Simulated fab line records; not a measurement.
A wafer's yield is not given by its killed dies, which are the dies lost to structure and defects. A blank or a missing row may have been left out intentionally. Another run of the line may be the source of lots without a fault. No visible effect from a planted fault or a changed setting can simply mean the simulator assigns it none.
fab line records | flow rit-cmos
record: lots: 14 wafers: 42 last-day: 7
route steps=202 shown NWELL@38 GATE@85 PLDD@122 M1@202
lots that met no fault: taken from a fault-free run of the same line
start-h: start of the lot's first displayed wafer, in hours after the record's first day | wait-h: time in hours since the lot's previous step | " unchanged from the row above | L1.1+2: a single row standing in for several wafers | - either no value or no given start | * or withheld: withheld | < > ~ a bound
route shown NAME@n: names a module that has steps shown in the file, with the first one's number in the route | usual: mean/standard deviation taken from wafers without a fault | same: alike in all rows | chamber/n: place in a boat | sites: each site's reading | _std_site: standard deviation across them | _edge_site: the outer-site mean with the inner-site mean subtracted | radius-mm: for every site, how far away it sits from the centre of the wafer | mask NAME#n: copy n | behind: the tool/chamber that last shaped the wafer | hold: reason for holding the lot/hours on hold/outcome of the hold | device: names the non-switching transistor (n, p or np) | end of line: tests of these same wafers at the route's end | where a step has no rows: the recipe by itself | killed: at the first sort, the dies lost to defects and structure; wafer yield is something else | map: shows each die of a wafer: x if killed, . if not, _ if none is there
set.NAME: the setting the step ran with; set.NAME@STEP: the setting that earlier step ran with | model.NAME: the simulator's own value behind a step, which no gauge read
the route's steps for a sample of lots (tables are steps, rows are wafers)
services: a tool's chamber out of use, with start hour (start-h, from the record's first day; less than 0 if before it), hours out, and reason
== steps ==
step: RIT_NWELL_TW_MEAS_10
usual: NWELL_TW: 2147/12
columns lot.wafer tool chamber start-h wait-h NWELL_TW
L548.1 film-metro-03 - 22.60 0.1 2149
L548.2 " - " " 2130
L548.3 " - " " 2156
L549.2 film-metro-01 - 26.12 0.1 2159
L549.3 " - " " 2162
L549.4 " - " " 2164
L550.1 film-metro-01 - 32.56 0.1 2148
L550.2 " - " " 2162
L550.5 " - " " 2164
L551.1 film-metro-01 - 37.35 0.1 2156
L551.2 " - " " 2156
L551.6 " - " " 2176
L552.1 film-metro-03 - 41.86 0.1 2149
L552.4 " - " " 2145
L552.5 " - " " 2151
L554.1 film-metro-02 - 50.78 0.1 2134
L554.2 " - " " 2134
L554.6 " - " " 2136
L555.1 film-metro-02 - 57.02 0.1 2134
L555.3 " - " " 2149
L555.4 " - " " 2149
L556.1 film-metro-01 - 61.47 0.1 2137
L556.3 " - " " 2115
L556.6 " - " " 2137
L557.1 film-metro-01 - 66.85 0.1 2133
L557.4 " - " " 2128
L557.5 " - " " 2112
L558.1 film-metro-01 - 71.03 0.1 2122
L558.3 " - " " 2140
L558.5 " - " " 2132
L560.1 film-metro-02 - 81.22 0.1 2142
L560.3 " - " " 2136
L560.4 " - " " 2160
L564.2 film-metro-02 - 100.87 0.1 2150
L564.3 " - " " 2138
L564.4 " - " " 2142
L569.2 film-metro-03 - 125.89 0.1 2156
L569.3 " - " " 2157
L569.4 " - " " 2153
L570.1 film-metro-03 - 130.99 0.1 2167
L570.4 " - " " 2135
L570.5 " - " " 2159
step: RIT_WELLDRIVE_RS_MEAS_01
recipe: thk-meas-gauge: four-point-probe
usual: NWELL_RS: 271.6/0.67
columns lot.wafer tool chamber start-h wait-h NWELL_RS[ohm/sq]
L548.1 film-metro-02 - 30.02 0.0 272.2
L548.2 " - " " 271.8
L548.3 " - " " 271.9
L549.2 film-metro-03 - 33.17 0.0 271.4
L549.3 " - " " 271.8
L549.4 " - " " 272.4
L550.1 film-metro-02 - 39.25 0.0 271.0
L550.2 " - " " 271.2
L550.5 " - " " 271.2
L551.1 film-metro-01 - 44.05 0.0 271.9
L551.2 " - " " 271.5
L551.6 " - " " 271.5
L552.1 film-metro-02 - 49.73 0.0 272.5
L552.4 " - " " 272.2
L552.5 " - " " 271.7
L554.1 film-metro-03 - 57.81 0.0 272.3
L554.2 " - " " 272.0
L554.6 " - " " 272.1
L555.1 film-metro-01 - 63.91 0.0 271.8
L555.3 " - " " 270.9
L555.4 " - " " 272.3
L556.1 film-metro-02 - 68.21 0.0 271.0
L556.3 " - " " 271.0
L556.6 " - " " 271.0
L557.1 film-metro-02 - 73.54 0.0 270.9
L557.4 " - " " 270.5
L557.5 " - " " 272.1
L558.1 film-metro-02 - 77.92 0.0 272.2
L558.3 " - " " 270.8
L558.5 " - " " 269.9
L560.1 film-metro-02 - 87.91 0.0 271.6
L560.3 " - " " 271.2
L560.4 " - " " 270.9
L564.2 film-metro-03 - 108.42 0.0 269.9
L564.3 " - " " 270.0
L564.4 " - " " 270.0
L569.2 film-metro-02 - 133.54 0.0 270.9
L569.3 " - " " 270.6
L569.4 " - " " 271.9
L570.1 film-metro-03 - 137.69 0.0 271.7
L570.4 " - " " 271.9
L570.5 " - " " 270.9
step: RIT_GATE_THK_MEAS_09
recipe: reads: poly-Si_of_GATE_CVD_08
usual: GATE_POLY_THK: 249.7/2.4
columns lot.wafer tool chamber start-h wait-h GATE_POLY_THK[nm]
L548.1 film-metro-01 - 36.86 0.0 249.3
L548.2 " - " " 249.7
L548.3 " - " " 249.6
L549.2 film-metro-01 - 39.98 0.0 251.8
L549.3 " - " " 252.5
L549.4 " - " " 253.5
L550.1 film-metro-03 - 47.05 0.0 248.8
L550.2 " - " " 249.2
L550.5 " - " " 249.1
L551.1 film-metro-01 - 51.15 0.0 249.3
L551.2 " - " " 250.4
L551.6 " - " " 249.2
L552.1 film-metro-01 - 57.68 0.0 246.2
L552.4 " - " " 247.6
L552.5 " - " " 247.8
L554.1 film-metro-01 - 65.06 0.0 248.3
L554.2 " - " " 245.8
L554.6 " - " " 247.1
L555.1 film-metro-04 - 71.21 0.0 246.0
L555.3 " - " " 246.5
L555.4 " - " " 247.3
L556.1 film-metro-01 - 75.16 0.0 249.0
L556.3 " - " " 247.7
L556.6 " - " " 251.9
L557.1 film-metro-03 - 81.79 0.0 249.9
L557.4 " - " " 249.6
L557.5 " - " " 250.9
L558.1 film-metro-01 - 85.20 0.0 247.9
L558.3 " - " " 248.1
L558.5 " - " " 246.1
L560.1 film-metro-03 - 95.37 0.0 247.5
L560.3 " - " " 246.6
L560.4 " - " " 248.3
L564.2 film-metro-03 - 115.54 0.0 251.2
L564.3 " - " " 250.4
L564.4 " - " " 251.0
L569.2 film-metro-01 - 141.19 0.0 251.1
L569.3 " - " " 253.4
L569.4 " - " " 250.7
L570.1 film-metro-04 - 147.60 0.0 248.7
L570.4 " - " " 249.5
L570.5 " - " " 250.3
step: RIT_PLDD_IMPLANT_08
recipe: species: BF2 energy-kev: 20 dose-cm2: 9e+14 tilt-deg: 7
usual: beam-energy-keV: 20.001/0.0062
columns lot.wafer tool chamber start-h wait-h beam-energy-keV
L548.1 implanter-03 0 44.34 0.1 20.006
L548.2 " 0 " " 19.996
L548.3 " 0 " " 19.995
L549.2 implanter-02 0 47.44 0.1 20.008
L549.3 " 0 " " 19.986
L549.4 " 0 " " 19.996
L550.1 implanter-03 0 54.67 0.1 20.004
L550.2 " 0 " " 20.001
L550.5 " 0 " " 20.002
L551.1 implanter-03 0 58.65 0.1 19.999
L551.2 " 0 " " 19.990
L551.6 " 0 " " 19.995
L552.1 implanter-03 0 65.11 0.1 20.013
L552.4 " 0 " " 20.011
L552.5 " 0 " " 20.006
L554.1 implanter-03 0 72.27 0.1 19.993
L554.2 " 0 " " 19.990
L554.6 " 0 " " 20.000
L555.1 implanter-02 0 78.72 0.1 20.006
L555.3 " 0 " " 19.995
L555.4 " 0 " " 19.997
L556.1 implanter-02 0 82.59 0.3 19.996
L556.3 " 0 " " 20.000
L556.6 " 0 " " 19.997
L557.1 implanter-03 0 88.97 0.1 19.988
L557.4 " 0 " " 19.997
L557.5 " 0 " " 19.997
L558.1 implanter-02 0 92.66 0.1 19.995
L558.3 " 0 " " 20.005
L558.5 " 0 " " 20.010
L560.1 implanter-02 0 102.53 0.1 19.999
L560.3 " 0 " " 20.006
L560.4 " 0 " " 19.998
L564.2 implanter-02 0 123.01 0.1 20.000
L564.3 " 0 " " 19.992
L564.4 " 0 " " 19.995
L569.2 implanter-03 0 150.00 0.1 19.555
L569.3 " 0 " " 19.550
L569.4 " 0 " " 19.568
L570.1 implanter-03 0 155.09 0.1 19.560
L570.4 " 0 " " 19.557
L570.5 " 0 " " 19.555
step: RIT_SDANNEAL_RS_MEAS_06
recipe: thk-meas-gauge: four-point-probe
usual: PLDD_RS: 178.8/0.47
columns lot.wafer tool chamber start-h wait-h PLDD_RS[ohm/sq]
L548.1 film-metro-03 - 51.06 0.1 179.0
L548.2 " - " " 179.0
L548.3 " - " " 179.5
L549.2 film-metro-02 - 54.07 0.1 177.8
L549.3 " - " " 178.0
L549.4 " - " " 178.2
L550.1 film-metro-03 - 61.22 0.1 178.6
L550.2 " - " " 178.9
L550.5 " - " " 178.7
L551.1 film-metro-02 - 65.35 0.1 179.5
L551.2 " - " " 179.5
L551.6 " - " " 179.6
L552.1 film-metro-03 - 71.78 0.1 178.5
L552.4 " - " " 178.8
L552.5 " - " " 178.5
L554.1 film-metro-02 - 78.88 0.1 179.4
L554.2 " - " " 178.3
L554.6 " - " " 179.0
L555.1 film-metro-03 - 85.24 0.1 178.6
L555.3 " - " " 178.9
L555.4 " - " " 178.5
L556.1 film-metro-03 - 89.28 0.1 178.7
L556.3 " - " " 179.1
L556.6 " - " " 179.1
L557.1 film-metro-04 - 95.48 0.1 178.0
L557.4 " - " " 177.8
L557.5 " - " " 178.0
L558.1 film-metro-02 - 99.83 0.1 178.5
L558.3 " - " " 179.2
L558.5 " - " " 179.1
L560.1 film-metro-03 - 109.50 0.1 178.7
L560.3 " - " " 178.4
L560.4 " - " " 178.8
L564.2 film-metro-02 - 129.43 0.1 179.2
L564.3 " - " " 179.4
L564.4 " - " " 179.5
L569.2 film-metro-03 - 156.61 0.1 180.6
L569.3 " - " " 180.5
L569.4 " - " " 180.0
L570.1 film-metro-02 - 161.72 0.1 180.8
L570.4 " - " " 180.5
L570.5 " - " " 180.1
step: RIT_M1_PROBE_99
usual: killed-at-contacts: 0.1/0.24 killed-at-front-end: 7/3 killed-dies: 7/3 killed-open: 3.2/1.8 killed-short: 3.5/2.1
same: gross-dies: 264 killed_at_M0_to_M3: 0 killed_at_M4_up: 0 killed-at-back-side: 0 killed-at-other: 0
columns lot.wafer tool chamber start-h wait-h killed-at-contacts killed-at-front-end killed-dies killed-open killed-short
L550.1 prober-01 - 68.54 0.1 0 2 2 1 1
L550.2 prober-01 - 68.59 0.1 0 6 6 1 5
L550.5 prober-01 - 68.74 0.2 0 2 2 2 0
L551.1 prober-02 - 72.96 0.1 1 6 7 4 3
L551.2 prober-02 - 73.01 0.1 0 6 6 2 4
L551.6 prober-02 - 73.21 0.2 0 9 9 5 4
L554.1 prober-02 - 86.00 0.1 0 10 10 4 6
L554.2 prober-02 - 86.05 0.1 0 5 5 5 0
L554.6 prober-02 - 86.25 0.2 0 7 7 2 5
L556.1 prober-02 - 96.64 0.1 0 4 4 2 2
L556.3 prober-02 - 96.74 0.2 0 6 6 4 2
L556.6 prober-02 - 96.89 0.2 0 8 8 6 2
L564.2 prober-02 - 139.36 0.1 0 7 7 3 4
L564.3 prober-02 - 139.41 0.2 0 7 7 3 4
L564.4 prober-02 - 139.46 0.2 1 5 6 1 5
L569.2 prober-01 - 163.77 0.1 0 5 5 4 1
L569.3 prober-01 - 163.82 0.2 0 6 6 2 4
L569.4 prober-01 - 163.87 0.2 1 5 6 3 3
L570.1 prober-02 - 168.99 0.1 0 6 6 4 2
L570.4 prober-02 - 169.14 0.2 0 5 5 3 2
L570.5 prober-02 - 169.19 0.2 0 10 10 5 5
killed by level:class
L550.1 GATE:geometric-particle:short=1 GATE:geometric-particle:open=1
L550.2 SPACER:geometric-particle:short=3 FOX2:geometric-particle:short=1 GATE:geometric-particle:short=1 REOX:geometric-particle:open=1
L550.5 FOX2:geometric-particle:open=1 REOX:geometric-particle:open=1
L551.1 FOX1:geometric-particle:open=3 FOX2:geometric-particle:short=1 GATE:geometric-particle:open=1 GATE:geometric-particle:short=1 CONTACT:geometric-particle:short=1
L551.2 FOX1:geometric-particle:open=1 FOX1:geometric-particle:short=1 FOX2:geometric-particle:short=1 GATE:geometric-particle:open=1 SPACER:geometric-particle:short=1 SILICIDE:geometric-particle:short=1
L551.6 FOX1:geometric-particle:open=2 GATE:geometric-particle:open=2 GATE:geometric-particle:short=2 FOX1:geometric-particle:short=1 SPACER:geometric-particle:open=1 SILICIDE:geometric-particle:short=1
L554.1 GATE:geometric-particle:open=2 GATE:geometric-particle:short=2 FOX1:geometric-particle:short=1 FOX2:geometric-particle:short=1 SPACER:geometric-particle:short=1 SPACER:geometric-particle:open=1 SILICIDE:geometric-particle:open=1 SILICIDE:geometric-particle:short=1
L554.2 GATE:geometric-particle:open=2 SILICIDE:geometric-particle:open=2 FOX2:geometric-particle:open=1
L554.6 REOX:geometric-particle:short=2 FOX1:geometric-particle:open=1 FOX1:geometric-particle:short=1 FOX2:geometric-particle:short=1 GATE:geometric-particle:open=1 SPACER:geometric-particle:short=1
L556.1 SILICIDE:geometric-particle:short=2 FOX1:geometric-particle:open=1 GATE:geometric-particle:open=1
L556.3 GATE:geometric-particle:open=2 GATE:geometric-particle:short=2 FOX1:geometric-particle:open=1 SPACER:geometric-particle:open=1
L556.6 GATE:geometric-particle:open=2 REOX:geometric-particle:open=2 GATE:geometric-particle:short=1 REOX:geometric-particle:short=1 SPACER:geometric-particle:open=1 SILICIDE:geometric-particle:open=1
L564.2 SILICIDE:geometric-particle:short=2 FOX1:geometric-particle:open=1 FOX1:geometric-particle:short=1 GATE:geometric-particle:open=1 REOX:geometric-particle:open=1 REOX:geometric-particle:short=1
L564.3 FOX1:geometric-particle:short=2 GATE:geometric-particle:open=2 GATE:geometric-particle:short=1 SILICIDE:geometric-particle:short=1 SILICIDE:geometric-particle:open=1
L564.4 SILICIDE:geometric-particle:short=2 ACTIVE:geometric-particle:short=1 GATE:geometric-particle:short=1 SILICIDE:geometric-particle:open=1 CONTACT:geometric-particle:short=1
L569.2 FOX2:geometric-particle:open=2 FOX1:geometric-particle:short=1 FOX1:geometric-particle:open=1 SPACER:geometric-particle:open=1
L569.3 FOX1:geometric-particle:short=1 GATE:geometric-particle:short=1 REOX:geometric-particle:open=1 SPACER:geometric-particle:open=1 SPACER:geometric-particle:short=1 SILICIDE:geometric-particle:short=1
L569.4 GATE:geometric-particle:open=2 FOX1:geometric-particle:open=1 GATE:geometric-particle:short=1 SPACER:geometric-particle:short=1 CONTACT:geometric-particle:short=1
L570.1 GATE:geometric-particle:open=3 FOX1:geometric-particle:open=1 GATE:geometric-particle:short=1 REOX:geometric-particle:short=1
L570.4 GATE:geometric-particle:open=2 GATE:geometric-particle:short=1 REOX:geometric-particle:short=1 SPACER:geometric-particle:open=1
L570.5 GATE:geometric-particle:open=3 REOX:geometric-particle:short=2 FOX1:geometric-particle:short=1 GATE:geometric-particle:short=1 REOX:geometric-particle:open=1 SPACER:geometric-particle:short=1 SILICIDE:geometric-particle:open=1
== services ==
columns tool chamber start-h hours kind
implanter-02 - 31.30 2.7 repair
implanter-03 - 82.41 4.7 pm
implanter-02 - 108.31 6.9 repair
implanter-03 - 129.79 1.3 repair
implanter-02 - 136.48 7.4 pm
== key ==
first-sign: step: RIT_PLDD_IMPLANT_08 reading: beam-energy-keV direction: down sigmas: 71 usual: 20.001 struck: 19.557
effect: step: RIT_SDANNEAL_RS_MEAS_06 reading: PLDD_RS direction: up sigmas: 3.5 usual: 178.8 struck: 180.4
met-at RIT_PLDD_IMPLANT_08
struck-lots L569,L570
tester-left-out L569,L570
not-acting-at RIT_NWELL_TW_MEAS_10,RIT_WELLDRIVE_RS_MEAS_01,RIT_GATE_THK_MEAS_09
onset-between 88.97 150.00
fault: kind: process-parameter-drift tool: implanter-03 chamber: - onset-h: 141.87 steps: RIT_PLDD_IMPLANT_08 channel: energy-kev offset: -0.4419 shape: step end-h: 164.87 acts-in: these-recipes-only stated: 20
tester-left-out: of these lots the tester's yield and bins aren't shown, on N5 and GAA mostly nor the transistor test; their killed dies are dies lost to structure and defects alone, not to doping, threshold or leakage, so they don't give the yield
